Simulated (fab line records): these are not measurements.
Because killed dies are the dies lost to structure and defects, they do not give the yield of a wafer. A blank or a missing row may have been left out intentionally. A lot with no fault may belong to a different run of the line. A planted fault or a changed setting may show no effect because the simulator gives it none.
fab line records -- flow rit_cmos
record lots=7, wafers=21, last_day=8
route steps=202 shown NRETRO@55 PRETRO@64
lots with no fault: from the same line, run without faults
start_h: hours from the record's opening day to when the first of the lot's shown wafers began -- wait_h: hours from the lot's prior step to this one -- " repeats the value in the row above -- L1.1+2: a single row standing in for several wafers -- - value missing, or start not given -- * or withheld: withheld -- < > ~ a bound
route shown NAME@n: names a module that has steps shown in the file, with the first one's number in the route -- usual: mean/standard deviation of fault-free wafers -- same: alike in all rows -- chamber/n: place in a boat -- sites: each site's reading -- _std_site: how widely they spread, as a standard deviation -- _edge_site: inner sites' mean taken away from outer sites' mean -- radius_mm: for every site, how far away it sits from the centre of the wafer -- mask NAME#n: copy n -- behind: the tool/chamber that last shaped the wafer -- hold: why the lot was held/for how many hours/how that ended -- device: names the non-switching transistor (n, p or np) -- end of line: the tests these same wafers got at the end of their route -- a step given without rows: its recipe and nothing more -- killed: dies that structure and defects cost at the first sort, which is not the same as the wafer's yield -- map: the dies of a wafer, with x for killed, . for not killed, _ for no die there
set.NAME: the setting that was run; set.NAME@STEP: the one run at that earlier step -- model.NAME: the simulator's own value behind a step, which no gauge read
a table for each step, a row for each wafer; lots at some steps of the route
services: the hour from which a tool's chamber was out of use, counted from the record's first day as start_h (under 0 if before that day), plus the number of hours and why
## steps
# step RIT_NRETRO_SOFTBAKE_02
# recipe resist=NOVOLAK, temp_c=90, time_s=60
# step RIT_NRETRO_EXPOSE_03
# recipe mask_id=M4, na=0.57, target_cd_nm=43900, dose_mj=250
# step RIT_NRETRO_PEB_04
# recipe resist=NOVOLAK, temp_c=withheld, time_s=withheld
# step RIT_NRETRO_DEVELOP_05
# recipe resist=NOVOLAK, develop_time_s=68, dev_temp_c=23
# step RIT_NRETRO_OVL_MEAS_06
# usual NRETRO_OVL=0.6/1.4
lot.wafer,tool,chamber,start_h,wait_h,NRETRO_OVL[nm]
L829.1,overlay-02,-,85.88,-,1.2
L829.3,overlay-02,-,85.88,-,2.2
L829.5,overlay-02,-,85.88,-,0.6
L830.1,overlay-01,-,94.11,-,-1.1
L830.2,overlay-01,-,94.11,-,1.5
L830.6,overlay-01,-,94.11,-,2.2
L831.2,overlay-02,-,98.95,-,4.0
L831.3,overlay-02,-,98.95,-,1.5
L831.4,overlay-02,-,98.95,-,1.6
L832.1,overlay-02,-,104.87,-,0.0
L832.2,overlay-02,-,104.87,-,-0.8
L832.5,overlay-02,-,104.87,-,-2.1
L839.1,overlay-02,-,145.93,-,-0.7
L839.2,overlay-02,-,145.93,-,-1.9
L839.5,overlay-02,-,145.93,-,-1.0
L840.1,overlay-02,-,152.45,-,2.5
L840.4,overlay-02,-,152.45,-,1.4
L840.5,overlay-02,-,152.45,-,2.8
L841.1,overlay-01,-,157.62,-,-0.1
L841.4,overlay-01,-,157.62,-,-2.0
L841.6,overlay-01,-,157.62,-,1.4
# step RIT_NRETRO_HARDBAKE_07
# recipe resist=NOVOLAK, temp_c=140, time_s=120
# step RIT_NRETRO_IMPLANT_08
# recipe species=P, energy_kev=70, dose_cm2=1e+13, tilt_deg=7
# step RIT_NRETRO_STRIP_09
# recipe chemistry=O2, time_s=180, resist=NOVOLAK, platen_temp_c=withheld, power_w=500, pressure_mtorr=4000, o2_flow_sccm=4000
# usual drypump_motor_current_A=5.7/0.54
lot.wafer,tool,chamber,start_h,wait_h,drypump_motor_current_A,rf_hours_counter_h
L829.1,plasma_asher-03,1,86.31,0.1,5.9,32
L829.3,plasma_asher-03,1,86.31,0.1,5.9,-
L829.5,plasma_asher-03,0,86.31,0.1,6.4,-
L830.1,plasma_asher-01,0,94.55,0.1,4.8,42
L830.2,plasma_asher-01,1,94.55,0.1,6.0,42
L830.6,plasma_asher-01,0,94.55,0.1,4.8,-
L831.2,plasma_asher-01,0,99.38,0.1,4.8,43
L831.3,plasma_asher-01,1,99.38,0.1,6.0,-
L831.4,plasma_asher-01,0,99.38,0.1,4.8,-
L832.1,plasma_asher-02,0,105.31,0.1,5.8,43
L832.2,plasma_asher-02,1,105.31,0.1,5.6,43
L832.5,plasma_asher-02,1,105.31,0.1,5.5,-
L839.1,plasma_asher-03,0,146.36,0.1,6.4,38
L839.2,plasma_asher-03,1,146.36,0.1,6.0,38
L839.5,plasma_asher-03,0,146.36,0.1,6.4,-
L840.1,plasma_asher-03,0,152.89,0.1,6.4,38
L840.4,plasma_asher-03,1,152.89,0.1,5.9,-
L840.5,plasma_asher-03,0,152.89,0.1,6.4,-
L841.1,plasma_asher-02,0,158.06,0.1,5.8,48
L841.4,plasma_asher-02,1,158.06,0.1,5.6,-
L841.6,plasma_asher-02,1,158.06,0.1,5.6,-
# step RIT_NRETRO_TW_MEAS_10
# usual NRETRO_TW=1054/8.1
lot.wafer,tool,chamber,start_h,wait_h,NRETRO_TW
L829.1,film_metro-03,-,86.49,0.1,1066
L829.3,film_metro-03,-,86.49,0.1,1073
L829.5,film_metro-03,-,86.49,0.1,1077
L830.1,film_metro-04,-,94.72,0.1,1047
L830.2,film_metro-04,-,94.72,0.1,1047
L830.6,film_metro-04,-,94.72,0.1,1053
L831.2,film_metro-02,-,99.57,0.1,1050
L831.3,film_metro-02,-,99.57,0.1,1052
L831.4,film_metro-02,-,99.57,0.1,1052
L832.1,film_metro-02,-,105.48,0.1,1050
L832.2,film_metro-02,-,105.48,0.1,1055
L832.5,film_metro-02,-,105.48,0.1,1052
L839.1,film_metro-02,-,146.54,0.1,1056
L839.2,film_metro-02,-,146.54,0.1,1054
L839.5,film_metro-02,-,146.54,0.1,1049
L840.1,film_metro-04,-,153.06,0.1,1045
L840.4,film_metro-04,-,153.06,0.1,1050
L840.5,film_metro-04,-,153.06,0.1,1039
L841.1,film_metro-03,-,158.24,0.1,1054
L841.4,film_metro-03,-,158.24,0.1,1061
L841.6,film_metro-03,-,158.24,0.1,1067
# step RIT_PRETRO_HMDS_00
# recipe prime_time_s=60, prime_temp_c=140
# step RIT_PRETRO_COAT_01
# recipe resist=NOVOLAK, spin_rpm=2000, resist_thk_nm=1300
# step RIT_PRETRO_SOFTBAKE_02
# recipe resist=NOVOLAK, temp_c=90, time_s=60
# step RIT_PRETRO_EXPOSE_03
# recipe mask_id=M5, na=0.57, target_cd_nm=43700, dose_mj=250
# usual exposure_dose_mJ_cm2=249.95/0.23, focus_offset_nm=0.0/0.56, na=0.57/0
lot.wafer,tool,chamber,start_h,wait_h,mask,exposure_dose_mJ_cm2,focus_offset_nm,na
L829.1,iline_stepper-02,0,87.12,0.2,M5#0,250.40,-0.1,0.57
L829.3,iline_stepper-02,0,87.12,0.2,M5#0,250.19,-0.1,0.57
L829.5,iline_stepper-02,0,87.12,0.2,M5#0,250.37,0.1,0.57
L830.1,iline_stepper-01,-,95.42,0.2,M5#0,-,-,-
L830.2,iline_stepper-01,-,95.42,0.2,M5#0,-,-,-
L830.6,iline_stepper-01,-,95.42,0.2,M5#0,-,-,-
L831.2,iline_stepper-01,-,100.09,0.1,M5#0,-,-,-
L831.3,iline_stepper-01,-,100.09,0.1,M5#0,-,-,-
L831.4,iline_stepper-01,-,100.09,0.1,M5#0,-,-,-
L832.1,iline_stepper-01,-,105.99,0.1,M5#0,-,-,-
L832.2,iline_stepper-01,-,105.99,0.1,M5#0,-,-,-
L832.5,iline_stepper-01,-,105.99,0.1,M5#0,-,-,-
L839.1,iline_stepper-01,0,147.17,0.2,M5#0,250.02,0.8,0.57
L839.2,iline_stepper-01,0,147.17,0.2,M5#0,249.88,-0.4,0.57
L839.5,iline_stepper-01,0,147.17,0.2,M5#0,250.03,0.2,0.57
L840.1,iline_stepper-01,0,153.57,0.1,M5#0,249.96,-0.3,0.57
L840.4,iline_stepper-01,0,153.57,0.1,M5#0,249.84,-0.7,0.57
L840.5,iline_stepper-01,0,153.57,0.1,M5#0,250.15,0.7,0.57
L841.1,iline_stepper-01,0,158.75,0.1,M5#0,249.66,0.1,0.57
L841.4,iline_stepper-01,0,158.75,0.1,M5#0,249.70,0.4,0.57
L841.6,iline_stepper-01,0,158.75,0.1,M5#0,249.79,0.7,0.57
# step RIT_PRETRO_PEB_04
# recipe resist=NOVOLAK, temp_c=withheld, time_s=withheld
## services
tool,chamber,start_h,hours,kind
plasma_asher-02,-,83.87,14.6,pm
plasma_asher-01,-,103.33,0.4,repair
iline_stepper-02,-,115.35,7.2,repair
iline_stepper-02,-,122.57,1.7,pm
## key
first_sign step=RIT_PRETRO_EXPOSE_03, reading=tool_record, direction=missing
effect none on later readings
met_at RIT_PRETRO_EXPOSE_03
struck_wafers L830.1,L830.2,L830.6,L831.2,L831.3,L831.4,L832.1,L832.2,L832.5
sort_left_out L830.1,L830.2,L830.6,L831.2,L831.3,L831.4,L832.1,L832.2,L832.5
tester_left_out L830,L831,L832
fault kind=skipped_step_whole, tool=iline_stepper-01, chamber=-, onset_h=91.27, steps=RIT_PRETRO_EXPOSE_03, scope=struck_lots_only
# tester_left_out: of these lots the tester's yield and bins aren't shown, on N5 and GAA mostly nor the transistor test; their killed dies are dies lost to structure and defects alone, not to doping, threshold or leakage, so they don't give the yield
# sort_left_out: the simulated sort isn't trusted on such a fault, so these wafers' sort isn't shown, and their yield isn't known
